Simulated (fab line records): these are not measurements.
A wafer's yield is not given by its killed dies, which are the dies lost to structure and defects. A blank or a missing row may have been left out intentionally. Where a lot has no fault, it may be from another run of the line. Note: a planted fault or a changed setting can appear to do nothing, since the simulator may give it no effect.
What tool caused it? :: flow rit_cmos :: 45 wafers from 15 lots sampled at 3 of the route's 202 steps

WHAT THE GAUGES READ, wafer by wafer
RIT_SILICIDE_RS_MEAS_02: measures by four-point-probe. Usual: for SILICIDE_TI_RS the level is 47.6 ohm/sq and the standard deviation is 0.51.
lot: L226
measured: day 3 03:37
on: film_metro-03
SILICIDE_TI_RS (ohm/sq): 47.5 47.5 47.0
flag: 

lot: L227
measured: day 3 08:28
on: film_metro-04
SILICIDE_TI_RS (ohm/sq): 47.6 47.5 47.9
flag: 

lot: L228
measured: day 3 13:22
on: film_metro-04
SILICIDE_TI_RS (ohm/sq): 48.6 48.4 47.9
flag: 

lot: L229
measured: day 3 21:26
on: film_metro-04
SILICIDE_TI_RS (ohm/sq): 47.6 47.8 47.6
flag: 

lot: L230
measured: day 3 23:27
on: film_metro-03
SILICIDE_TI_RS (ohm/sq): 48.5 48.3 48.2
flag: 

lot: L231
measured: day 4 04:20
on: film_metro-01
SILICIDE_TI_RS (ohm/sq): 47.2 47.5 47.6
flag: 

lot: L232
measured: day 4 08:45
on: film_metro-03
SILICIDE_TI_RS (ohm/sq): 47.6 47.4 47.1
flag: 

lot: L237
measured: day 5 08:56
on: film_metro-03
SILICIDE_TI_RS (ohm/sq): 53.6 53.5 52.9
flag: OFF

lot: L238
measured: day 5 15:52
on: film_metro-01
SILICIDE_TI_RS (ohm/sq): 46.5 46.9 47.1
flag: 

lot: L239
measured: day 5 21:05
on: film_metro-04
SILICIDE_TI_RS (ohm/sq): 53.8 53.0 53.1
flag: OFF

lot: L240
measured: day 6 00:20
on: film_metro-04
SILICIDE_TI_RS (ohm/sq): 51.7 51.9 52.2
flag: OFF

lot: L243
measured: day 6 15:10
on: film_metro-04
SILICIDE_TI_RS (ohm/sq): 47.7 47.9 47.6
flag: 

lot: L245
measured: day 7 01:44
on: film_metro-03
SILICIDE_TI_RS (ohm/sq): 47.1 46.9 47.3
flag: 

lot: L247
measured: day 7 11:32
on: film_metro-01
SILICIDE_TI_RS (ohm/sq): 46.3 47.2 47.1
flag: 

lot: L249
measured: day 7 22:56
on: film_metro-03
SILICIDE_TI_RS (ohm/sq): 48.4 47.9 47.9
flag: 

RIT_SILICIDE_THK_MEAS_03: measures by xrf. Usual: for SILICIDE_TI_THK the level is 30.31 nm and the standard deviation is 0.27.
lot: L226
measured: day 3 03:44
on: film_metro-03
SILICIDE_TI_THK (nm): 30.47 30.47 30.71
flag: 

lot: L227
measured: day 3 08:35
on: film_metro-04
SILICIDE_TI_THK (nm): 30.38 30.35 30.07
flag: 

lot: L228
measured: day 3 13:28
on: film_metro-04
SILICIDE_TI_THK (nm): 29.69 29.75 30.13
flag: 

lot: L229
measured: day 3 21:34
on: film_metro-04
SILICIDE_TI_THK (nm): 30.37 30.05 30.32
flag: 

lot: L230
measured: day 3 23:34
on: film_metro-03
SILICIDE_TI_THK (nm): 30.08 30.21 30.10
flag: 

lot: L231
measured: day 4 04:27
on: film_metro-01
SILICIDE_TI_THK (nm): 30.50 30.15 30.08
flag: 

lot: L232
measured: day 4 08:52
on: film_metro-03
SILICIDE_TI_THK (nm): 30.41 30.52 30.59
flag: 

lot: L237
measured: day 5 09:03
on: film_metro-03
SILICIDE_TI_THK (nm): 27.75 27.68 28.00
flag: OFF

lot: L238
measured: day 5 15:58
on: film_metro-01
SILICIDE_TI_THK (nm): 30.67 30.58 30.22
flag: 

lot: L239
measured: day 5 21:11
on: film_metro-04
SILICIDE_TI_THK (nm): 27.51 27.84 27.72
flag: OFF

lot: L240
measured: day 6 00:27
on: film_metro-04
SILICIDE_TI_THK (nm): 28.35 28.19 28.26
flag: OFF

lot: L243
measured: day 6 15:17
on: film_metro-04
SILICIDE_TI_THK (nm): 30.20 29.96 30.34
flag: 

lot: L245
measured: day 7 01:52
on: film_metro-03
SILICIDE_TI_THK (nm): 30.60 30.74 30.51
flag: 

lot: L247
measured: day 7 11:40
on: film_metro-01
SILICIDE_TI_THK (nm): 30.87 30.39 30.36
flag: 

lot: L249
measured: day 7 23:02
on: film_metro-03
SILICIDE_TI_THK (nm): 30.00 30.42 30.24
flag: 

WHICH TOOL RAN EACH LOT (tool, then ch and the chambers of the sampled wafers, then the start)
lot: L226
RIT_SILICIDE_SPUTTER_01: pvd_sputter-01, day 3 03:26

lot: L227
RIT_SILICIDE_SPUTTER_01: pvd_sputter-04, day 3 08:17

lot: L228
RIT_SILICIDE_SPUTTER_01: pvd_sputter-01, day 3 13:11

lot: L229
RIT_SILICIDE_SPUTTER_01: pvd_sputter-04, day 3 21:17

lot: L230
RIT_SILICIDE_SPUTTER_01: pvd_sputter-01, day 3 23:18

lot: L231
RIT_SILICIDE_SPUTTER_01: pvd_sputter-04, day 4 04:10

lot: L232
RIT_SILICIDE_SPUTTER_01: pvd_sputter-02, day 4 08:35

lot: L237
RIT_SILICIDE_SPUTTER_01: pvd_sputter-04, day 5 08:47

lot: L238
RIT_SILICIDE_SPUTTER_01: pvd_sputter-02, day 5 15:41

lot: L239
RIT_SILICIDE_SPUTTER_01: pvd_sputter-04, day 5 20:55

lot: L240
RIT_SILICIDE_SPUTTER_01: pvd_sputter-04, day 6 00:11

lot: L243
RIT_SILICIDE_SPUTTER_01: pvd_sputter-01, day 6 15:01

lot: L245
RIT_SILICIDE_SPUTTER_01: pvd_sputter-01, day 7 01:35

lot: L247
RIT_SILICIDE_SPUTTER_01: pvd_sputter-01, day 7 11:23

lot: L249
RIT_SILICIDE_SPUTTER_01: pvd_sputter-01, day 7 22:46
- RIT_SILICIDE_SPUTTER_01: material Ti, target thk 30 nm, time 240 s.

WHAT THE TOOLS THEMSELVES READ (means of the sampled wafers that have a number; where no wafer has one, the mark that the record gives instead)
RIT_SILICIDE_SPUTTER_01. Usual: chamber_pressure_pa 0.6670 Pa, standard deviation 0.0015; throttle_valve_pct 29.9 %, standard deviation 1.
lot: L226
tool: pvd_sputter-01
chamber_pressure_pa (Pa): 0.6657
throttle_valve_pct (%): 29.1
flag: 

lot: L227
tool: pvd_sputter-04
chamber_pressure_pa (Pa): 0.6658
throttle_valve_pct (%): 29.4
flag: 

lot: L228
tool: pvd_sputter-01
chamber_pressure_pa (Pa): 0.6670
throttle_valve_pct (%): 30.3
flag: 

lot: L229
tool: pvd_sputter-04
chamber_pressure_pa (Pa): 0.6669
throttle_valve_pct (%): 29.3
flag: 

lot: L230
tool: pvd_sputter-01
chamber_pressure_pa (Pa): 0.6673
throttle_valve_pct (%): 29.9
flag: 

lot: L231
tool: pvd_sputter-04
chamber_pressure_pa (Pa): 0.6680
throttle_valve_pct (%): 29.7
flag: 

lot: L232
tool: pvd_sputter-02
chamber_pressure_pa (Pa): 0.6674
throttle_valve_pct (%): 30.6
flag: 

lot: L237
tool: pvd_sputter-04
chamber_pressure_pa (Pa): 0.6679
throttle_valve_pct (%): 30.4
flag: 

lot: L238
tool: pvd_sputter-02
chamber_pressure_pa (Pa): 0.6679
throttle_valve_pct (%): 30.6
flag: 

lot: L239
tool: pvd_sputter-04
chamber_pressure_pa (Pa): 0.6667
throttle_valve_pct (%): 29.9
flag: 

lot: L240
tool: pvd_sputter-04
chamber_pressure_pa (Pa): 0.6688
throttle_valve_pct (%): 30.4
flag: 

lot: L243
tool: pvd_sputter-01
chamber_pressure_pa (Pa): 0.6679
throttle_valve_pct (%): 29.3
flag: 

lot: L245
tool: pvd_sputter-01
chamber_pressure_pa (Pa): 0.6666
throttle_valve_pct (%): 31.0
flag: 

lot: L247
tool: pvd_sputter-01
chamber_pressure_pa (Pa): 0.6660
throttle_valve_pct (%): 30.1
flag: 

lot: L249
tool: pvd_sputter-01
chamber_pressure_pa (Pa): 0.6674
throttle_valve_pct (%): 28.9
flag: 

THE ANSWER, worked out from the rows above alone
Rule: a lot counts as off when the mean over its wafers that have a number is more than 3 standard deviations away from the usual mean. A lot without any number at a reading at which 4 lots or more have one is off too. The other lots that the step has rows for count as sound. Order of review: gauges by route order, followed by the tools' own readings, for which a lot's mean as printed above is used. At the first step where some lot is off, the reading lying furthest off is the one used; lots without a number count as furthest.
Off: at RIT_SILICIDE_RS_MEAS_02 (SILICIDE_TI_RS), L237, L239, L240.
A tool fits if, at a process step before that reading, it ran every lot that is off, and no sound lot after the first of them. Those tools and the gauges at RIT_SILICIDE_RS_MEAS_02 are tried in the same way. One candidate fits, namely pvd_sputter-04 at RIT_SILICIDE_SPUTTER_01. A fault onset in the window from L231 (day 4 04:10, its last sound lot) to L237 (day 5 08:47, its first lot off) fits.

WHAT THE SIMULATOR HAD PUT IN
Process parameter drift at RIT_SILICIDE_SPUTTER_01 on pvd_sputter-04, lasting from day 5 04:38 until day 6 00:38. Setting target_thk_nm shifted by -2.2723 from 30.
Shown lots that were struck: L237, L239, L240. The rule above reached the same finding.
